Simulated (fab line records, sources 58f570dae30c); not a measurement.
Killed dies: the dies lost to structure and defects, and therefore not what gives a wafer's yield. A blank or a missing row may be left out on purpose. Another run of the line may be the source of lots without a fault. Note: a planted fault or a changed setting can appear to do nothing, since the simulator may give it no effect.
Matching of chambers    flow berkeley cmos170    UCB170_SPACER_CVD_00 on pecvd-03 has 3 sister chambers
The step deposits SiO2 from TEOS/O2, target thk 376 nm, time 47 s. 6 wafers are shown with their chamber, then 10 later ones without.

== EACH WAFER AND ITS CHAMBER ==
wafer   chamber  heater power w (W)
L087.1  2        332
L087.4  0        321
L087.5  1        258
L087.6  2        228
L089.1  0        385
L089.2  1        354

== WAFERS WITHOUT THEIR CHAMBER ==
wafer   heater power w (W)
L089.3  313
L089.4  319
L089.5  258
L089.6  402
L094.3  355
L094.4  374
L094.5  251
L097.2  248
L097.3  335
L097.6  258

== THE CHAMBER EACH PASSED THROUGH ==
wafer   from the rows above           in truth
L089.3  can't be placed: 1 or 2 or 0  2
L089.4  can't be placed: 1 or 0 or 2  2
L089.5  can't be placed: 2 or 1 or 0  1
L089.6  can't be placed: 0 or 1 or 2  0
L094.3  can't be placed: 0 or 1 or 2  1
L094.4  can't be placed: 0 or 1 or 2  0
L094.5  can't be placed: 2 or 1 or 0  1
L097.2  can't be placed: 2 or 1 or 0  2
L097.3  can't be placed: 0 or 1 or 2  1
L097.6  can't be placed: 2 or 1 or 0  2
Placed correctly: 0 of 10. Not placeable from these rows: 10 (in 10, the candidates include the true chamber). 0 placed wrongly.
How it was worked out, from the rows above alone: a wafer's distance from a chamber is the root of the sum, over the readings, of the square of ((its reading less the chamber's mean) divided by the reading's scatter). If the next closest chamber is less than 2 further off than the closest, the wafer can't be placed; otherwise it belongs to the closest. The mean given for a chamber averages the wafers shown for that chamber. The scatter is the square root of a quotient: the sum, over the shown wafers, of each reading's squared deviation from its chamber's mean, divided by wafers minus chambers.
